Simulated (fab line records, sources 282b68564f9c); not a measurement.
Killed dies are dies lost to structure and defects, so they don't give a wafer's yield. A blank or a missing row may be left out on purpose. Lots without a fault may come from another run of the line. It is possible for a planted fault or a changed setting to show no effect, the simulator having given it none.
What tool caused it? || flow ritCmos || 42 wafers from 14 lots sampled at 5 of the route's 202 steps

## WHAT THE GAUGES SHOWED, per wafer
RIT_FOX1_THK_MEAS_01. Usual: FOX1_OXIDE_THK typically reads 330 nm, with standard deviation 7.
{"lot": "L107", "measured": "day 1 18:10", "on": "filmMetro-03", "FOX1_OXIDE_THK (nm)": "334 339 333", "flag": ""}
{"lot": "L109", "measured": "day 2 04:07", "on": "filmMetro-03", "FOX1_OXIDE_THK (nm)": "327 321 323", "flag": ""}
{"lot": "L110", "measured": "day 2 09:17", "on": "filmMetro-03", "FOX1_OXIDE_THK (nm)": "333 333 336", "flag": ""}
{"lot": "L111", "measured": "day 2 14:34", "on": "filmMetro-03", "FOX1_OXIDE_THK (nm)": "325 318 322", "flag": ""}
{"lot": "L112", "measured": "day 2 18:35", "on": "filmMetro-02", "FOX1_OXIDE_THK (nm)": "323 330 323", "flag": ""}
{"lot": "L113", "measured": "day 3 00:50", "on": "filmMetro-03", "FOX1_OXIDE_THK (nm)": "334 329 328", "flag": ""}
{"lot": "L114", "measured": "day 3 07:22", "on": "filmMetro-02", "FOX1_OXIDE_THK (nm)": "333 331 334", "flag": ""}
{"lot": "L118", "measured": "day 4 01:35", "on": "filmMetro-02", "FOX1_OXIDE_THK (nm)": "323 333 330", "flag": ""}
{"lot": "L120", "measured": "day 4 13:04", "on": "filmMetro-02", "FOX1_OXIDE_THK (nm)": "342 341 340", "flag": ""}
{"lot": "L121", "measured": "day 4 18:16", "on": "filmMetro-03", "FOX1_OXIDE_THK (nm)": "337 331 338", "flag": ""}
{"lot": "L123", "measured": "day 5 03:42", "on": "filmMetro-02", "FOX1_OXIDE_THK (nm)": "329 334 331", "flag": ""}
{"lot": "L125", "measured": "day 5 11:43", "on": "filmMetro-01", "FOX1_OXIDE_THK (nm)": "338 338 340", "flag": ""}
{"lot": "L129", "measured": "day 6 08:03", "on": "filmMetro-01", "FOX1_OXIDE_THK (nm)": "333 341 339", "flag": ""}
{"lot": "L130", "measured": "day 6 15:21", "on": "filmMetro-01", "FOX1_OXIDE_THK (nm)": "330 327 331", "flag": ""}

RIT_REOX_THK_MEAS_04. Usual: REOX_OXIDE_THK typically reads 25.0 nm, with standard deviation 0.56.
{"lot": "L107", "measured": "day 2 17:16", "on": "filmMetro-04", "REOX_OXIDE_THK (nm)": "24.9 25.0 25.0", "flag": ""}
{"lot": "L109", "measured": "day 3 08:19", "on": "filmMetro-02", "REOX_OXIDE_THK (nm)": "24.7 24.7 24.6", "flag": ""}
{"lot": "L110", "measured": "day 3 14:30", "on": "filmMetro-03", "REOX_OXIDE_THK (nm)": "24.4 24.6 24.4", "flag": ""}
{"lot": "L111", "measured": "day 3 18:24", "on": "filmMetro-02", "REOX_OXIDE_THK (nm)": "24.6 24.9 24.7", "flag": ""}
{"lot": "L112", "measured": "day 3 21:37", "on": "filmMetro-03", "REOX_OXIDE_THK (nm)": "24.3 24.4 24.0", "flag": ""}
{"lot": "L113", "measured": "day 4 05:13", "on": "filmMetro-04", "REOX_OXIDE_THK (nm)": "25.1 24.4 24.9", "flag": ""}
{"lot": "L114", "measured": "day 4 11:45", "on": "filmMetro-03", "REOX_OXIDE_THK (nm)": "23.7 24.1 24.4", "flag": ""}
{"lot": "L118", "measured": "day 5 04:31", "on": "filmMetro-03", "REOX_OXIDE_THK (nm)": "24.9 25.4 24.7", "flag": ""}
{"lot": "L120", "measured": "day 5 14:16", "on": "filmMetro-03", "REOX_OXIDE_THK (nm)": "25.5 25.7 25.6", "flag": ""}
{"lot": "L121", "measured": "day 5 20:13", "on": "filmMetro-02", "REOX_OXIDE_THK (nm)": "25.1 25.1 24.9", "flag": ""}
{"lot": "L123", "measured": "day 6 07:59", "on": "filmMetro-03", "REOX_OXIDE_THK (nm)": "24.9 25.2 25.1", "flag": ""}
{"lot": "L125", "measured": "day 6 12:05", "on": "filmMetro-03", "REOX_OXIDE_THK (nm)": "26.0 25.9 25.7", "flag": ""}
{"lot": "L129", "measured": "day 7 08:41", "on": "filmMetro-04", "REOX_OXIDE_THK (nm)": "25.0 24.6 25.2", "flag": ""}
{"lot": "L130", "measured": "day 7 15:53", "on": "filmMetro-03", "REOX_OXIDE_THK (nm)": "25.9 25.8 25.7", "flag": ""}

RIT_SDANNEAL_RS_MEAS_07: uses a four-point probe to measure. Usual: NLDD_RS typically reads 151.8 ohm/sq, with standard deviation 0.47.
{"lot": "L107", "measured": "day 3 02:31", "on": "filmMetro-04", "NLDD_RS (ohm/sq)": "152.3 152.4 151.8", "flag": ""}
{"lot": "L109", "measured": "day 3 18:06", "on": "filmMetro-04", "NLDD_RS (ohm/sq)": "151.5 151.4 151.3", "flag": ""}
{"lot": "L110", "measured": "day 3 23:55", "on": "filmMetro-04", "NLDD_RS (ohm/sq)": "151.2 151.8 151.5", "flag": ""}
{"lot": "L111", "measured": "day 4 03:49", "on": "filmMetro-02", "NLDD_RS (ohm/sq)": "152.0 152.0 152.3", "flag": ""}
{"lot": "L112", "measured": "day 4 07:10", "on": "filmMetro-04", "NLDD_RS (ohm/sq)": "151.8 151.6 151.6", "flag": ""}
{"lot": "L113", "measured": "day 4 16:30", "on": "filmMetro-04", "NLDD_RS (ohm/sq)": "151.5 152.1 152.0", "flag": ""}
{"lot": "L114", "measured": "day 4 21:11", "on": "filmMetro-01", "NLDD_RS (ohm/sq)": "151.0 151.0 151.2", "flag": ""}
{"lot": "L118", "measured": "day 5 14:01", "on": "filmMetro-01", "NLDD_RS (ohm/sq)": "152.2 152.1 152.5", "flag": ""}
{"lot": "L120", "measured": "day 5 23:50", "on": "filmMetro-04", "NLDD_RS (ohm/sq)": "151.8 151.7 152.0", "flag": ""}
{"lot": "L121", "measured": "day 6 06:05", "on": "filmMetro-04", "NLDD_RS (ohm/sq)": "159.1 158.2 159.1", "flag": "OFF"}
{"lot": "L123", "measured": "day 6 17:32", "on": "filmMetro-02", "NLDD_RS (ohm/sq)": "158.3 157.9 158.1", "flag": "OFF"}
{"lot": "L125", "measured": "day 6 21:19", "on": "filmMetro-01", "NLDD_RS (ohm/sq)": "153.0 152.2 152.3", "flag": ""}
{"lot": "L129", "measured": "day 7 18:12", "on": "filmMetro-04", "NLDD_RS (ohm/sq)": "151.5 152.2 151.4", "flag": ""}
{"lot": "L130", "measured": "day 8 01:10", "on": "filmMetro-04", "NLDD_RS (ohm/sq)": "151.3 152.0 151.9", "flag": ""}

## TOOL THAT RAN EACH LOT (tool first, then ch and the chambers of the sampled wafers, then the start)
{"lot": "L107", "RIT_PWELL_STRIP_09": "plasmaAsher-03 ch 0,1, day 1 23:51", "RIT_NLDD_IMPLANT_08": "implanter-03 ch 0, day 2 18:26"}
{"lot": "L109", "RIT_PWELL_STRIP_09": "plasmaAsher-01 ch 0,1, day 2 10:49", "RIT_NLDD_IMPLANT_08": "implanter-03 ch 0, day 3 09:33"}
{"lot": "L110", "RIT_PWELL_STRIP_09": "plasmaAsher-01 ch 0,1, day 2 14:50", "RIT_NLDD_IMPLANT_08": "implanter-04 ch 0, day 3 15:54"}
{"lot": "L111", "RIT_PWELL_STRIP_09": "plasmaAsher-03 ch 0,1, day 2 20:09", "RIT_NLDD_IMPLANT_08": "implanter-03 ch 0, day 3 19:39"}
{"lot": "L112", "RIT_PWELL_STRIP_09": "plasmaAsher-01 ch 0,1, day 3 00:44", "RIT_NLDD_IMPLANT_08": "implanter-02 ch 0, day 3 22:52"}
{"lot": "L113", "RIT_PWELL_STRIP_09": "plasmaAsher-01 ch 0,1, day 3 06:41", "RIT_NLDD_IMPLANT_08": "implanter-04 ch 0, day 4 06:19"}
{"lot": "L114", "RIT_PWELL_STRIP_09": "plasmaAsher-01 ch 0,1, day 3 15:04", "RIT_NLDD_IMPLANT_08": "implanter-04 ch 0, day 4 12:58"}
{"lot": "L118", "RIT_PWELL_STRIP_09": "plasmaAsher-03 ch 0,1, day 4 08:03", "RIT_NLDD_IMPLANT_08": "implanter-04 ch 0, day 5 05:36"}
{"lot": "L120", "RIT_PWELL_STRIP_09": "plasmaAsher-01 ch 1, day 4 21:04", "RIT_NLDD_IMPLANT_08": "implanter-04 ch 0, day 5 15:23"}
{"lot": "L121", "RIT_PWELL_STRIP_09": "plasmaAsher-04 ch 0,1, day 5 00:07", "RIT_NLDD_IMPLANT_08": "implanter-04 ch 0, day 5 21:28"}
{"lot": "L123", "RIT_PWELL_STRIP_09": "plasmaAsher-01 ch 0,1, day 5 09:04", "RIT_NLDD_IMPLANT_08": "implanter-04 ch 0, day 6 09:14"}
{"lot": "L125", "RIT_PWELL_STRIP_09": "plasmaAsher-04 ch 0,1, day 5 17:20", "RIT_NLDD_IMPLANT_08": "implanter-02 ch 0, day 6 13:21"}
{"lot": "L129", "RIT_PWELL_STRIP_09": "plasmaAsher-03 ch 0,1, day 6 13:27", "RIT_NLDD_IMPLANT_08": "implanter-03 ch 0, day 7 09:50"}
{"lot": "L130", "RIT_PWELL_STRIP_09": "plasmaAsher-03 ch 0,1, day 6 21:03", "RIT_NLDD_IMPLANT_08": "implanter-03 ch 0, day 7 17:08"}
- RIT_PWELL_STRIP_09: strips in O2, time 180 s.
- RIT_NLDD_IMPLANT_08

## AS READ BY THE TOOLS THEMSELVES (means over the sampled wafers that have a number; for cases with no such wafer, the mark the record gives instead)
RIT_PWELL_STRIP_09. Usual: drypumpMotorCurrentA at 5.7 A, with a standard deviation of 0.65.
{"lot": "L107", "tool": "plasmaAsher-03", "drypumpMotorCurrentA (A)": 5.4, "flag": ""}
{"lot": "L109", "tool": "plasmaAsher-01", "drypumpMotorCurrentA (A)": 5.4, "flag": ""}
{"lot": "L110", "tool": "plasmaAsher-01", "drypumpMotorCurrentA (A)": 5.4, "flag": ""}
{"lot": "L111", "tool": "plasmaAsher-03", "drypumpMotorCurrentA (A)": 5.4, "flag": ""}
{"lot": "L112", "tool": "plasmaAsher-01", "drypumpMotorCurrentA (A)": 5.9, "flag": ""}
{"lot": "L113", "tool": "plasmaAsher-01", "drypumpMotorCurrentA (A)": 5.4, "flag": ""}
{"lot": "L114", "tool": "plasmaAsher-01", "drypumpMotorCurrentA (A)": 5.9, "flag": ""}
{"lot": "L118", "tool": "plasmaAsher-03", "drypumpMotorCurrentA (A)": 5.4, "flag": ""}
{"lot": "L120", "tool": "plasmaAsher-01", "drypumpMotorCurrentA (A)": 6.4, "flag": ""}
{"lot": "L121", "tool": "plasmaAsher-04", "drypumpMotorCurrentA (A)": 6.2, "flag": ""}
{"lot": "L123", "tool": "plasmaAsher-01", "drypumpMotorCurrentA (A)": 5.4, "flag": ""}
{"lot": "L125", "tool": "plasmaAsher-04", "drypumpMotorCurrentA (A)": 5.8, "flag": ""}
{"lot": "L129", "tool": "plasmaAsher-03", "drypumpMotorCurrentA (A)": 5.4, "flag": ""}
{"lot": "L130", "tool": "plasmaAsher-03", "drypumpMotorCurrentA (A)": 5.4, "flag": ""}

RIT_NLDD_IMPLANT_08. Usual: doseIonsCm2 5e+14, standard deviation 5e+11; faradayCurrentUA 1573, standard deviation 31; tiltDeg 6.999 degrees, standard deviation 0.018.
{"lot": "L107", "tool": "implanter-03", "doseIonsCm2": 5e+14, "faradayCurrentUA": 1536, "tiltDeg (degrees)": 6.982, "flag": ""}
{"lot": "L109", "tool": "implanter-03", "doseIonsCm2": 5e+14, "faradayCurrentUA": 1589, "tiltDeg (degrees)": 7.012, "flag": ""}
{"lot": "L110", "tool": "implanter-04", "doseIonsCm2": 5e+14, "faradayCurrentUA": 1598, "tiltDeg (degrees)": 6.994, "flag": ""}
{"lot": "L111", "tool": "implanter-03", "doseIonsCm2": 5e+14, "faradayCurrentUA": 1573, "tiltDeg (degrees)": 6.996, "flag": ""}
{"lot": "L112", "tool": "implanter-02", "doseIonsCm2": 5e+14, "faradayCurrentUA": 1571, "tiltDeg (degrees)": 7.024, "flag": ""}
{"lot": "L113", "tool": "implanter-04", "doseIonsCm2": 5e+14, "faradayCurrentUA": 1574, "tiltDeg (degrees)": 7.004, "flag": ""}
{"lot": "L114", "tool": "implanter-04", "doseIonsCm2": 5e+14, "faradayCurrentUA": 1569, "tiltDeg (degrees)": 7.026, "flag": ""}
{"lot": "L118", "tool": "implanter-04", "doseIonsCm2": 5e+14, "faradayCurrentUA": 1590, "tiltDeg (degrees)": 7.010, "flag": ""}
{"lot": "L120", "tool": "implanter-04", "doseIonsCm2": 5e+14, "faradayCurrentUA": 1586, "tiltDeg (degrees)": 7.016, "flag": ""}
{"lot": "L121", "tool": "implanter-04", "doseIonsCm2": 5e+14, "faradayCurrentUA": 1473, "tiltDeg (degrees)": 6.982, "flag": "OFF"}
{"lot": "L123", "tool": "implanter-04", "doseIonsCm2": 5e+14, "faradayCurrentUA": 1497, "tiltDeg (degrees)": 6.998, "flag": ""}
{"lot": "L125", "tool": "implanter-02", "doseIonsCm2": 5e+14, "faradayCurrentUA": 1569, "tiltDeg (degrees)": 7.011, "flag": ""}
{"lot": "L129", "tool": "implanter-03", "doseIonsCm2": 5e+14, "faradayCurrentUA": 1564, "tiltDeg (degrees)": 6.983, "flag": ""}
{"lot": "L130", "tool": "implanter-03", "doseIonsCm2": 5e+14, "faradayCurrentUA": 1581, "tiltDeg (degrees)": 7.007, "flag": ""}

## THE ANSWER, worked out from the rows above alone
Rule: a lot is off if the mean of its wafers that have a number lies more than 3 standard deviations from the usual mean. A lot without any number at a reading at which 4 lots or more have one is off too. Where the step has rows for the other lots, those lots are counted as sound. After the gauges, taken in route order, come the tools' own readings; for these a lot's mean is taken, as printed above. At the first step where some lot is off, the reading lying furthest off is the one used; lots without a number count as furthest.
Off: at RIT_SDANNEAL_RS_MEAS_07 (NLDD_RS), L121, L123.
If a tool, at a process step before that reading, ran all the lots that are off and no sound lot after the first of them, it fits. Those tools and the gauges at RIT_SDANNEAL_RS_MEAS_07 are tried in the same way. One candidate fits, namely implanter-04 at RIT_NLDD_IMPLANT_08. A fault onset in the window from L120 (day 5 15:23, its last sound lot) to L121 (day 5 21:28, its first lot off) fits.
The tool's own readings at RIT_NLDD_IMPLANT_08 bear it out: on the lots that are off they differ by more than 5 times the standard deviation of the sound lots' means. faradayCurrentUA reads 1485 there against 1575 on the sound lots.

## WHAT WAS PUT IN BY THE SIMULATOR
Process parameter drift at RIT_NLDD_IMPLANT_08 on implanter-04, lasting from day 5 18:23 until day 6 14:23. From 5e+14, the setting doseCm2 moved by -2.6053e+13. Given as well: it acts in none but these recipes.
Shown lots that were struck: L121, L123. This agrees with what the rule above found.
